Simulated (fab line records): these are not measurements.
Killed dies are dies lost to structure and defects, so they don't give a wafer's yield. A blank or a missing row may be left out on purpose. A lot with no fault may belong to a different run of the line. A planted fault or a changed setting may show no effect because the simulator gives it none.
fab line records    flow ritCmos
record lots=13  wafers=39  lastDay=6
route steps=202 shown SILICIDE@162 M1@202
lots with no fault: from the same line, run without faults
startH: the number of hours between the record's first day and the start of the first shown wafer of the lot    waitH: time in hours since the lot's previous step    " as in the row above    L1.1+2: several wafers, shown together as one row    - no value present, or no start provided    * or withheld: withheld    < > ~ a bound
route shown NAME@n: NAME is a module with steps in the file, n the number in the route of the first one    usual: average and standard deviation across the fault-free wafers    same: alike in all rows    chamber/n: place in a boat    sites: readings site by site    _std_site: the standard deviation of these    _edge_site: the outer-site mean with the inner-site mean subtracted    radiusMm: for every site, how far away it sits from the centre of the wafer    mask NAME#n: copy n    behind: the most recent tool/chamber to have shaped the wafer    hold: cause of the lot's hold/its duration in hours/its outcome    device: the transistor (n, p or np) that didn't switch    end of line: at the end of the route, the tests of the same wafers    a step given without rows: its recipe and nothing more    killed: dies that structure and defects cost at the first sort, which is not the same as the wafer's yield    map: per-die view of a wafer (x killed, . not killed, _ where there is no die)
set.NAME: the setting that was run; set.NAME@STEP: the one run at that earlier step    model.NAME: the simulator's own value behind a step, which no gauge read
steps of the route over a sample of lots; a table a step, a row a wafer
services: a tool's chamber out of use, with start hour (startH, from the record's first day; less than 0 if before it), hours out, and reason
## steps
# step RIT_SILICIDE_SPUTTER_01
# recipe material=Ti  targetThkNm=30  powerW=350  chamberPressurePa=0.667  gas=Ar  timeS=234.8  substrateTempC=25
# usual throttleValvePct=29.4/1.2
lot.wafer  tool           chamber  startH  waitH  throttleValvePct
L357.1     pvdSputter-03  -        53.61   0.0    28.7
L357.3     "              -        "       "      27.8
L357.4     "              -        "       "      30.9
L358.2     pvdSputter-02  -        56.61   0.0    27.1
L358.3     "              -        "       "      28.5
L358.4     "              -        "       "      30.1
L360.2     pvdSputter-02  -        65.89   0.0    30.7
L360.3     "              -        "       "      30.1
L360.5     "              -        "       "      29.1
L361.1     pvdSputter-03  -        75.26   0.0    29.4
L361.2     "              -        "       "      28.6
L361.4     "              -        "       "      30.8
L363.1     pvdSputter-02  -        83.79   0.0    30.0
L363.3     "              -        "       "      27.4
L363.6     "              -        "       "      30.1
L364.2     pvdSputter-04  -        86.76   0.0    30.1
L364.4     "              -        "       "      30.2
L364.6     "              -        "       "      30.3
L365.2     pvdSputter-02  -        94.16   0.0    27.2
L365.3     "              -        "       "      30.8
L365.6     "              -        "       "      30.4
L366.1     pvdSputter-03  -        100.36  0.0    28.8
L366.5     "              -        "       "      29.7
L366.6     "              -        "       "      28.7
L367.1     pvdSputter-02  -        102.26  0.0    27.1
L367.4     "              -        "       "      30.5
L367.5     "              -        "       "      30.2
L368.1     pvdSputter-03  -        109.44  0.0    27.8
L368.3     "              -        "       "      31.2
L368.6     "              -        "       "      29.7
L369.1     pvdSputter-02  -        116.66  0.0    30.5
L369.2     "              -        "       "      30.9
L369.6     "              -        "       "      28.7
L370.2     pvdSputter-04  -        118.72  0.0    29.5
L370.4     "              -        "       "      30.4
L370.6     "              -        "       "      30.1
L373.1     pvdSputter-02  -        132.37  0.0    30.1
L373.5     "              -        "       "      30.4
L373.6     "              -        "       "      27.1
# step RIT_SILICIDE_RS_MEAS_02
# recipe thkMeasGauge=four-point-probe  reads=Ti_of_SILICIDE_SPUTTER_01
# usual SILICIDE_TI_RS=49.6/0.7
lot.wafer  tool          chamber  startH  waitH  hold                     SILICIDE_TI_RS[ohm/sq]
L357.1     filmMetro-03  -        53.76   0.1    -                        49.4
L357.3     "             -        "       "      -                        49.5
L357.4     "             -        "       "      -                        49.2
L358.2     filmMetro-03  -        56.78   0.1    -                        49.5
L358.3     "             -        "       "      -                        48.9
L358.4     "             -        "       "      -                        49.8
L360.2     filmMetro-04  -        66.06   0.1    -                        49.5
L360.3     "             -        "       "      -                        49.4
L360.5     "             -        "       "      -                        48.7
L361.1     filmMetro-03  -        75.41   0.1    -                        49.2
L361.2     "             -        "       "      -                        49.7
L361.4     "             -        "       "      -                        48.8
L363.1     filmMetro-02  -        83.94   0.1    -                        50.9
L363.3     "             -        "       "      -                        50.0
L363.6     "             -        "       "      -                        51.4
L364.2     filmMetro-03  -        86.93   0.1    -                        50.4
L364.4     "             -        "       "      -                        50.2
L364.6     "             -        "       "      -                        50.4
L365.2     filmMetro-03  -        94.33   0.1    -                        49.0
L365.3     "             -        "       "      -                        49.0
L365.6     "             -        "       "      -                        49.4
L366.1     filmMetro-04  -        100.51  0.1    -                        50.5
L366.5     "             -        "       "      -                        51.1
L366.6     "             -        "       "      -                        50.9
L367.1     filmMetro-03  -        102.41  0.1    -                        49.3
L367.4     "             -        "       "      -                        49.5
L367.5     "             -        "       "      -                        49.1
L368.1     filmMetro-03  -        109.59  0.1    -                        49.7
L368.3     "             -        "       "      -                        49.0
L368.6     "             -        "       "      -                        49.7
L369.1     filmMetro-02  -        116.81  0.1    -                        50.9
L369.2     "             -        "       "      -                        51.0
L369.6     "             -        "       "      -                        50.3
L370.2     filmMetro-04  -        118.89  0.1    -                        49.9
L370.4     "             -        "       "      -                        50.6
L370.6     "             -        "       "      -                        50.0
L373.1     filmMetro-03  -        132.52  0.1    awaitDispo/0.2h/release  170.3
L373.5     "             -        "       "      awaitDispo/0.2h/release  170.5
L373.6     "             -        "       "      awaitDispo/0.2h/release  48.7
L373.1     filmMetro-03  -        132.81  0.3    -                        174.9
L373.5     "             -        "       "      -                        174.7
L373.6     "             -        "       "      -                        49.2
# step RIT_SILICIDE_THK_MEAS_03
# recipe thkMeasGauge=xrf  reads=Ti_of_SILICIDE_SPUTTER_01
# usual SILICIDE_TI_THK=28.9/0.41
lot.wafer  tool          chamber  startH  waitH  hold                     SILICIDE_TI_THK[nm]
L357.1     filmMetro-03  -        53.88   0.1    -                        29.2
L357.3     "             -        "       "      -                        29.0
L357.4     "             -        "       "      -                        29.3
L358.2     filmMetro-03  -        56.89   0.1    -                        29.2
L358.3     "             -        "       "      -                        29.5
L358.4     "             -        "       "      -                        29.0
L360.2     filmMetro-04  -        66.17   0.1    -                        28.8
L360.3     "             -        "       "      -                        29.0
L360.5     "             -        "       "      -                        29.1
L361.1     filmMetro-03  -        75.53   0.1    -                        29.3
L361.2     "             -        "       "      -                        29.1
L361.4     "             -        "       "      -                        29.5
L363.1     filmMetro-02  -        84.06   0.1    -                        28.3
L363.3     "             -        "       "      -                        28.7
L363.6     "             -        "       "      -                        28.1
L364.2     filmMetro-03  -        87.04   0.1    -                        28.7
L364.4     "             -        "       "      -                        28.8
L364.6     "             -        "       "      -                        28.7
L365.2     filmMetro-03  -        94.44   0.1    -                        29.4
L365.3     "             -        "       "      -                        29.4
L365.6     "             -        "       "      -                        29.2
L366.1     filmMetro-04  -        100.63  0.1    -                        28.5
L366.5     "             -        "       "      -                        28.1
L366.6     "             -        "       "      -                        28.2
L367.1     filmMetro-03  -        102.53  0.1    -                        29.0
L367.4     "             -        "       "      -                        29.0
L367.5     "             -        "       "      -                        29.3
L368.1     filmMetro-03  -        109.71  0.1    -                        28.8
L368.3     "             -        "       "      -                        29.2
L368.6     "             -        "       "      -                        28.9
L369.1     filmMetro-02  -        116.93  0.1    -                        28.1
L369.2     "             -        "       "      -                        28.1
L369.6     "             -        "       "      -                        28.2
L370.2     filmMetro-04  -        119.00  0.1    -                        28.7
L370.4     "             -        "       "      -                        28.3
L370.6     "             -        "       "      -                        28.6
L373.1     filmMetro-03  -        134.95  2.1    awaitDispo/0.2h/release  11.2
L373.5     "             -        "       "      awaitDispo/0.2h/release  11.1
L373.6     "             -        "       "      awaitDispo/0.2h/release  29.3
L373.1     filmMetro-03  -        135.18  0.2    -                        11.1
L373.5     "             -        "       "      -                        11.1
L373.6     "             -        "       "      -                        29.4
# step RIT_M1_PROBE_99
# usual killed_at_M0_to_M3=0.0/0.12  killedAtContacts=0.1/0.24  killedAtFrontEnd=6.7/2.9  killedDies=6.8/2.9  killedOpen=3.5/2  killedShort=3.2/1.9
# same grossDies=264  killed_at_M4_up=0  killedAtBackSide=0  killedAtOther=0
lot.wafer  tool       chamber  startH  waitH  killed_at_M0_to_M3  killedAtContacts  killedAtFrontEnd  killedDies  killedOpen  killedShort
L373.1     prober-01  -        144.89  0.1    0                   0                 6                 6           2           4
L373.5     prober-01  -        145.09  0.2    1                   0                 7                 8           5           3
L373.6     prober-01  -        145.14  0.2    0                   0                 4                 4           4           0
# killed by level:class
L373.1 GATE:geometricParticle:open=2 GATE:geometricParticle:short=1 REOX:geometricParticle:short=1 SPACER:geometricParticle:short=1 SILICIDE:geometricParticle:short=1
L373.5 GATE:geometricParticle:open=2 SILICIDE:geometricParticle:short=2 FOX1:geometricParticle:open=1 FOX2:geometricParticle:open=1 SILICIDE:geometricParticle:open=1 M1:geometricParticle:short=1
L373.6 GATE:geometricParticle:open=2 FOX1:geometricParticle:open=1 SPACER:geometricParticle:open=1
## services
tool           chamber  startH  hours  kind
pvdSputter-02  -        35.47   5.5    repair
## key
firstSign step=RIT_SILICIDE_RS_MEAS_02  reading=visit  direction=added
effect step=RIT_SILICIDE_RS_MEAS_02  reading=SILICIDE_TI_RS  direction=up  sigmas=99+  usual=49.6  struck=170.4
effect step=RIT_SILICIDE_THK_MEAS_03  reading=visit  direction=added
effect step=RIT_SILICIDE_THK_MEAS_03  reading=SILICIDE_TI_THK  direction=down  sigmas=44  usual=28.9  struck=11.1
metAt RIT_SILICIDE_SPUTTER_01
struckLots L373
struckWafers L373.1,L373.5
testerLeftOut L373
onsetBetween 116.66 132.37
fault kind=processParameterDrift  tool=pvdSputter-02  chamber=-  onsetH=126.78  steps=RIT_SILICIDE_SPUTTER_01  channel=targetThkNm  offset=-18.377  shape=step  endH=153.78  stated=30  scope=struckWafersOnly
# testerLeftOut: of these lots the tester's yield and bins aren't shown, on N5 and GAA mostly nor the transistor test; their killed dies are dies lost to structure and defects alone, not to doping, threshold or leakage, so they don't give the yield
